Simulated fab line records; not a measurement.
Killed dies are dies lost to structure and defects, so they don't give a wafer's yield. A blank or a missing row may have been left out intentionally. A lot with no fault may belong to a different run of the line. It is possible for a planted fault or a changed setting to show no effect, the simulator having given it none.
The tool behind it: which one? || flow berkeley-cmos170 || 14 lots with 42 wafers sampled at 2 steps, on a route of 331 steps

WHAT THE GAUGES READ, wafer by wafer
No reading from a measuring or inspecting step in the record can be judged against a usual standard deviation.

WHAT TOOL EACH LOT RAN ON (gives the tool, then ch and the chambers of the sampled wafers, and finally the start)
{"lot": "L627", "UCB170_GATE_STRIP_16": "plasma-asher-02 ch 0,1, day 6 04:00", "UCB170_NLDD_DEVELOP_05": "litho-track-02 ch 0, day 6 07:00"}
{"lot": "L625", "UCB170_GATE_STRIP_16": "plasma-asher-04 ch 0,1, day 6 04:18", "UCB170_NLDD_DEVELOP_05": "litho-track-03 ch 0, day 6 08:00"}
{"lot": "L630", "UCB170_GATE_STRIP_16": "plasma-asher-02 ch 0,1, day 7 06:00", "UCB170_NLDD_DEVELOP_05": "litho-track-03 ch 0, day 7 09:00"}
{"lot": "L635", "UCB170_GATE_STRIP_16": "plasma-asher-03 ch 0,1, day 8 18:52", "UCB170_NLDD_DEVELOP_05": "litho-track-01, day 9 00:00"}
{"lot": "L637", "UCB170_GATE_STRIP_16": "plasma-asher-02 ch 0,1, day 8 19:37", "UCB170_NLDD_DEVELOP_05": "litho-track-03, day 9 00:00"}
{"lot": "L641", "UCB170_GATE_STRIP_16": "plasma-asher-03 ch 0,1, day 9 16:55", "UCB170_NLDD_DEVELOP_05": "litho-track-03 ch 0, day 9 20:00"}
{"lot": "L643", "UCB170_GATE_STRIP_16": "plasma-asher-02 ch 0,1, day 9 17:01", "UCB170_NLDD_DEVELOP_05": "litho-track-03 ch 0, day 9 21:00"}
{"lot": "L642", "UCB170_GATE_STRIP_16": "plasma-asher-03 ch 0,1, day 9 17:10", "UCB170_NLDD_DEVELOP_05": "litho-track-01 ch 0, day 9 21:00"}
{"lot": "L640", "UCB170_GATE_STRIP_16": "plasma-asher-02 ch 0,1, day 9 17:27", "UCB170_NLDD_DEVELOP_05": "litho-track-03 ch 0, day 9 21:00"}
{"lot": "L644", "UCB170_GATE_STRIP_16": "plasma-asher-02 ch 0,1, day 10 07:25", "UCB170_NLDD_DEVELOP_05": "litho-track-01 ch 0, day 10 15:00"}
{"lot": "L645", "UCB170_GATE_STRIP_16": "plasma-asher-03 ch 1, day 10 07:41", "UCB170_NLDD_DEVELOP_05": "litho-track-02 ch 0, day 10 15:00"}
{"lot": "L647", "UCB170_GATE_STRIP_16": "plasma-asher-03 ch 0,1, day 10 08:01", "UCB170_NLDD_DEVELOP_05": "litho-track-02 ch 0, day 10 15:00"}
{"lot": "L646", "UCB170_GATE_STRIP_16": "plasma-asher-02 ch 0, day 10 10:33", "UCB170_NLDD_DEVELOP_05": "litho-track-03 ch 0, day 10 15:00"}
{"lot": "L648", "UCB170_GATE_STRIP_16": "plasma-asher-03 ch 1, day 10 11:20", "UCB170_NLDD_DEVELOP_05": "litho-track-02 ch 0, day 10 15:00"}
- UCB170_GATE_STRIP_16: strips in O2.
- UCB170_NLDD_DEVELOP_05: develop time 45 s.

WHAT THE TOOLS THEMSELVES READ (means of the sampled wafers that have a number; where no wafer has one, the mark that the record gives instead)
UCB170_GATE_STRIP_16.
{"lot": "L627", "tool": "plasma-asher-02", "drypump-motor-current-A (A)": 6.1, "oes-product-au (a.u.)": 0.723}
{"lot": "L625", "tool": "plasma-asher-04", "drypump-motor-current-A (A)": 6.1, "oes-product-au (a.u.)": 0.727}
{"lot": "L630", "tool": "plasma-asher-02", "drypump-motor-current-A (A)": 6.0, "oes-product-au (a.u.)": 0.720}
{"lot": "L635", "tool": "plasma-asher-03", "drypump-motor-current-A (A)": 5.3, "oes-product-au (a.u.)": 0.726}
{"lot": "L637", "tool": "plasma-asher-02", "drypump-motor-current-A (A)": 6.0, "oes-product-au (a.u.)": 0.724}
{"lot": "L641", "tool": "plasma-asher-03", "drypump-motor-current-A (A)": 5.3, "oes-product-au (a.u.)": 0.727}
{"lot": "L643", "tool": "plasma-asher-02", "drypump-motor-current-A (A)": 6.1, "oes-product-au (a.u.)": 0.726}
{"lot": "L642", "tool": "plasma-asher-03", "drypump-motor-current-A (A)": 5.5, "oes-product-au (a.u.)": 0.724}
{"lot": "L640", "tool": "plasma-asher-02", "drypump-motor-current-A (A)": 6.1, "oes-product-au (a.u.)": 0.723}
{"lot": "L644", "tool": "plasma-asher-02", "drypump-motor-current-A (A)": 6.0, "oes-product-au (a.u.)": 0.724}
{"lot": "L645", "tool": "plasma-asher-03", "drypump-motor-current-A (A)": 5.6, "oes-product-au (a.u.)": 0.722}
{"lot": "L647", "tool": "plasma-asher-03", "drypump-motor-current-A (A)": 5.3, "oes-product-au (a.u.)": 0.724}
{"lot": "L646", "tool": "plasma-asher-02", "drypump-motor-current-A (A)": 6.2, "oes-product-au (a.u.)": 0.721}
{"lot": "L648", "tool": "plasma-asher-03", "drypump-motor-current-A (A)": 5.6, "oes-product-au (a.u.)": 0.723}

UCB170_NLDD_DEVELOP_05.
{"lot": "L627", "tool": "litho-track-02", "chill-plate-temp-C (C)": 23.05, "exhaust-pa (Pa)": 46.0}
{"lot": "L625", "tool": "litho-track-03", "chill-plate-temp-C (C)": 23.18, "exhaust-pa (Pa)": 43.8}
{"lot": "L630", "tool": "litho-track-03", "chill-plate-temp-C (C)": 23.05, "exhaust-pa (Pa)": 45.2}
{"lot": "L635", "tool": "litho-track-01", "chill-plate-temp-C (C)": "-", "exhaust-pa (Pa)": "-"}
{"lot": "L637", "tool": "litho-track-03", "chill-plate-temp-C (C)": "-", "exhaust-pa (Pa)": "-"}
{"lot": "L641", "tool": "litho-track-03", "chill-plate-temp-C (C)": 22.96, "exhaust-pa (Pa)": 46.1}
{"lot": "L643", "tool": "litho-track-03", "chill-plate-temp-C (C)": 22.92, "exhaust-pa (Pa)": 45.5}
{"lot": "L642", "tool": "litho-track-01", "chill-plate-temp-C (C)": 23.07, "exhaust-pa (Pa)": 45.3}
{"lot": "L640", "tool": "litho-track-03", "chill-plate-temp-C (C)": 22.94, "exhaust-pa (Pa)": 44.8}
{"lot": "L644", "tool": "litho-track-01", "chill-plate-temp-C (C)": 22.96, "exhaust-pa (Pa)": 46.1}
{"lot": "L645", "tool": "litho-track-02", "chill-plate-temp-C (C)": 23.03, "exhaust-pa (Pa)": 45.4}
{"lot": "L647", "tool": "litho-track-02", "chill-plate-temp-C (C)": 22.97, "exhaust-pa (Pa)": 44.4}
{"lot": "L646", "tool": "litho-track-03", "chill-plate-temp-C (C)": 22.99, "exhaust-pa (Pa)": 44.1}
{"lot": "L648", "tool": "litho-track-02", "chill-plate-temp-C (C)": 22.97, "exhaust-pa (Pa)": 44.6}

THE ANSWER, worked out from the rows above alone
Rule: the lots themselves supply what counts as usual. Put in order of their means at a reading, lots are off if they are a third of the lots or fewer, leave a main group of 4 or more, and stand apart from it by a gap of 3 or more times the standard deviation of the main group's means; of several such gaps the widest counts. The tables above print the reading to a certain number of digits; a main group whose means all agree to those digits is not used. Also off: a lot with no number at a reading for which 4 or more lots have one. Where the step has rows for the other lots, those lots are counted as sound. First the gauges in route order, then the tools' own readings, where a lot's mean is used as printed above. The first step at which some lot is off is used, and at that step the reading that is off furthest; a lot without a number counts as furthest.
Off, at UCB170_NLDD_DEVELOP_05 on chill-plate-temp-C: L635, L637. Without a number there: L635, L637. For the main group the mean is 23.01 C and the standard deviation 0.069.
If a tool, at that step or one of the process steps before it, ran each lot that is off and ran no sound lot following the first of them, it fits. Of those tried, none fits.

WHAT HAD BEEN PUT IN BY THE SIMULATOR
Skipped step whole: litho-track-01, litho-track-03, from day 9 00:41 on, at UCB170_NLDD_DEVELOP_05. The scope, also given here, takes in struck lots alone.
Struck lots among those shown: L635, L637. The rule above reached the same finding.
